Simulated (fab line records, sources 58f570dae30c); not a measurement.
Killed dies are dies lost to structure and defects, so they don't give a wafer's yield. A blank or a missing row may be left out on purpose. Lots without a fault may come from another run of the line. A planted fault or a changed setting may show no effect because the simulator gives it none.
fab line records | flow berkeley_cmos170
record lots=7 wafers=21 last_day=12
route steps=331 shown FIELD@95 SACOX@97 SCREENOX@100 NVT@104
lots that met no fault: from a run of the same line without faults
start_h: hours from the record's first day to the start of the lot's first wafer shown | wait_h: hours since the lot's step before | " the same as in the row above | L1.1+2: a row that stands for several wafers | - no value, or no start given | * or withheld: withheld | < > ~ a bound
route shown NAME@n: a module of which the file shows steps, and the number in the route of the first | usual: mean/standard deviation of fault-free wafers | same: alike in all rows | chamber/n: place in a boat | sites: the reading at each site | _std_site: their standard deviation | _edge_site: outer sites' mean less inner sites' | radius_mm: how far each site lies from the wafer's centre | mask NAME#n: copy n | behind: the tool/chamber that last shaped the wafer | hold: why the lot was held/for how many hours/how that ended | device: the transistor (n, p or np) that didn't switch | end of line: the same wafers' tests at the end of the route | a step without rows: its recipe alone | killed: dies lost to structure and defects at the first sort, not the wafer's yield | map: a wafer's dies, x killed, . not, _ none there
set.NAME: the setting as run; set.NAME@STEP: as run at that earlier step | model.NAME: the simulator's own value behind a step, which no gauge read
lots at some steps of the route; a table a step, a row a wafer
services: from which hour (start_h, from the record's first day; less than 0 if before it) a tool's chamber was out of use, for how many hours, and why
## steps
# step UCB170_FIELD_WET_ETCH_06
# recipe chemistry=BOE dilution=5:1 target=SiO2 temp_c=25 time_s=22
# step UCB170_FIELD_THK_MEAS_90
# recipe reads=SiO2_of_FIELD_OXIDATION_01
# usual FIELD_OXIDE_LEFT_1_THK=440/11
# columns lot.wafer tool chamber start_h wait_h FIELD_OXIDE_LEFT_1_THK[nm]
L925.1 film_metro-02 - 124.44 0.0 452
L925.2 " - " " 440
L925.6 " - " " 445
L929.2 film_metro-01 - 146.56 0.1 454
L929.3 " - " " 442
L929.4 " - " " 448
L940.1 film_metro-03 - 196.51 0.0 441
L940.2 " - " " 434
L940.4 " - " " 450
L941.1 film_metro-02 - 196.51 0.0 450
L941.2 " - " " 453
L941.5 " - " " 443
L942.1 film_metro-03 - 207.62 0.0 431
L942.3 " - " " 433
L942.5 " - " " 441
L945.3 film_metro-01 - 217.32 0.0 433
L945.4 " - " " 437
L945.5 " - " " 435
L947.2 film_metro-02 - 226.08 0.0 428
L947.3 " - " " 430
L947.4 " - " " 433
# step UCB170_SACOX_CLEAN_00
# recipe chemistry=dHF dilution=25:1 time_s=7.5
# step UCB170_SACOX_OXIDATION_01
# recipe temp_c=908.4 ambient=O2 target_thk_a=144 ox_time_s=2400
# step UCB170_SACOX_THK_MEAS_02
# recipe reads=SiO2_of_SACOX_OXIDATION_01
# usual SACOX_OXIDE_THK=15.7/0.31
# columns lot.wafer tool chamber start_h wait_h SACOX_OXIDE_THK[nm]
L925.1 film_metro-02 - 130.13 0.1 15.7
L925.2 " - " " 15.5
L925.6 " - " " 15.5
L929.2 film_metro-04 - 150.42 0.0 15.3
L929.3 " - " " 15.6
L929.4 " - " " 15.5
L940.1 film_metro-04 - 201.32 0.0 15.2
L940.2 " - " " 15.5
L940.4 " - " " 15.3
L941.1 film_metro-02 - 201.32 0.0 16.0
L941.2 " - " " 16.1
L941.5 " - " " 15.9
L942.1 film_metro-03 - 214.33 0.0 16.1
L942.3 " - " " 16.3
L942.5 " - " " 16.2
L945.3 film_metro-02 - 223.13 0.0 15.5
L945.4 " - " " 15.6
L945.5 " - " " 15.5
L947.2 film_metro-03 - 230.58 0.1 16.3
L947.3 " - " " 16.5
L947.4 " - " " 16.6
# step UCB170_SCREENOX_WET_ETCH_00
# recipe chemistry=dHF dilution=25:1 target=SiO2 temp_c=25 time_s=200
# step UCB170_SCREENOX_OXIDATION_01
# recipe temp_c=900 ambient=O2 target_thk_a=144 ox_time_s=2400
# step UCB170_SCREENOX_THK_MEAS_02
# recipe reads=SiO2_of_SCREENOX_OXIDATION_01
# usual SCREENOX_OXIDE_THK=14.4/0.3
# columns lot.wafer tool chamber start_h wait_h SCREENOX_OXIDE_THK[nm]
L925.1 film_metro-01 - 137.48 0.0 14.7
L925.2 " - " " 14.5
L925.6 " - " " 14.4
L929.2 film_metro-04 - 152.57 0.1 14.7
L929.3 " - " " 14.8
L929.4 " - " " 14.8
L940.1 film_metro-01 - 210.91 0.0 14.2
L940.2 " - " " 14.3
L940.4 " - " " 14.3
L941.1 film_metro-04 - 210.91 0.0 13.9
L941.2 " - " " 13.8
L941.5 " - " " 14.0
L942.1 film_metro-04 - 221.35 0.0 14.2
L942.3 " - " " 14.2
L942.5 " - " " 14.3
L945.3 film_metro-01 - 228.86 0.0 14.1
L945.4 " - " " 14.6
L945.5 " - " " 14.2
L947.2 film_metro-01 - 235.36 0.0 14.3
L947.3 " - " " 14.4
L947.4 " - " " 14.2
# step UCB170_SCREENOX_ANNEAL_03
# recipe temp_c=900 time_s=900 ambient=N2
# step UCB170_NVT_HMDS_00
# recipe prime_time_s=60 prime_temp_c=100
# step UCB170_NVT_COAT_01
# recipe resist=KrF spin_rpm=1500 resist_thk_nm=900
# step UCB170_NVT_SOFTBAKE_02
# recipe resist=KrF temp_c=130 time_s=60
# step UCB170_NVT_EXPOSE_03
# recipe mask_id=PWELL target_cd_nm=3000 na=0.5 sigma_outer=0.6 source_shape=conventional dose_mj=30
# usual exposure_dose_mJ_cm2=30.00/0.031 focus_offset_nm=-0.1/0.48 na=0.5/0 stage_vel_mm_s=500.01/0.25
# columns lot.wafer tool chamber start_h wait_h mask exposure_dose_mJ_cm2 focus_offset_nm na stage_vel_mm_s
L925.1 krf_scanner-01 0 144.32 0.1 PWELL#0 30.04 0.5 0.5 499.76
L925.2 " 0 " " PWELL#0 30.02 0.6 0.5 500.04
L925.6 " 0 " " PWELL#0 30.01 0.9 0.5 499.88
L929.2 krf_scanner-02 0 160.36 0.3 PWELL#0 30.01 -0.8 0.5 499.52
L929.3 " 0 " " PWELL#0 29.98 0.4 0.5 499.83
L929.4 " 0 " " PWELL#0 30.01 -0.1 0.5 499.73
L940.1 krf_scanner-02 - 219.00 0.2 PWELL#0 - - - -
L940.2 " - " " PWELL#0 - - - -
L940.4 " - " " PWELL#0 - - - -
L941.1 krf_scanner-01 - 219.25 0.3 PWELL#0 - - - -
L941.2 " - " " PWELL#0 - - - -
L941.5 " - " " PWELL#0 - - - -
L942.1 krf_scanner-01 - 227.56 0.1 PWELL#0 - - - -
L942.3 " - " " PWELL#0 - - - -
L942.5 " - " " PWELL#0 - - - -
L945.3 krf_scanner-02 0 233.08 0.2 PWELL#0 30.06 0.7 0.5 500.09
L945.4 " 0 " " PWELL#0 30.01 -0.3 0.5 499.86
L945.5 " 0 " " PWELL#0 30.05 -0.7 0.5 499.95
L947.2 krf_scanner-02 0 240.89 0.2 PWELL#0 30.05 -0.5 0.5 500.15
L947.3 " 0 " " PWELL#0 30.03 -0.5 0.5 500.06
L947.4 " 0 " " PWELL#0 30.04 0.0 0.5 500.12
# step UCB170_NVT_PEB_04
# recipe peb_temp_c=130 peb_time_s=withheld resist=KrF
## services
# columns tool chamber start_h hours kind
krf_scanner-02 - 141.58 1.3 pm
krf_scanner-02 - 143.09 3.7 repair
krf_scanner-01 0 176.56 - calibration
krf_scanner-02 - 177.84 0.8 pm
krf_scanner-01 - 190.13 1.3 pm
krf_scanner-01 - 206.91 4.0 pm
krf_scanner-02 - 213.12 1.0 pm
krf_scanner-01 - 218.02 1.0 pm
krf_scanner-02 - 224.20 4.4 pm
krf_scanner-02 - 230.34 0.2 repair
krf_scanner-01 - 231.60 0.8 pm
## key
first_sign step=UCB170_NVT_EXPOSE_03 reading=tool_record direction=missing
effect none on later readings
met_at UCB170_NVT_EXPOSE_03
struck_wafers L940.1,L940.2,L940.4,L941.1,L941.2,L941.5,L942.1,L942.3,L942.5
sort_left_out L940.1,L940.2,L940.4,L941.1,L941.2,L941.5,L942.1,L942.3,L942.5
tester_left_out L940,L941,L942
onset_between 160.36 219.00
fault kind=skipped_step_whole tool=krf_scanner-01,krf_scanner-02 chamber=- onset_h=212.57 steps=UCB170_NVT_EXPOSE_03 scope=struck_lots_only
# tester_left_out: of these lots the tester's yield and bins aren't shown, on N5 and GAA mostly nor the transistor test; their killed dies are dies lost to structure and defects alone, not to doping, threshold or leakage, so they don't give the yield
# sort_left_out: the simulated sort isn't trusted on such a fault, so these wafers' sort isn't shown, and their yield isn't known
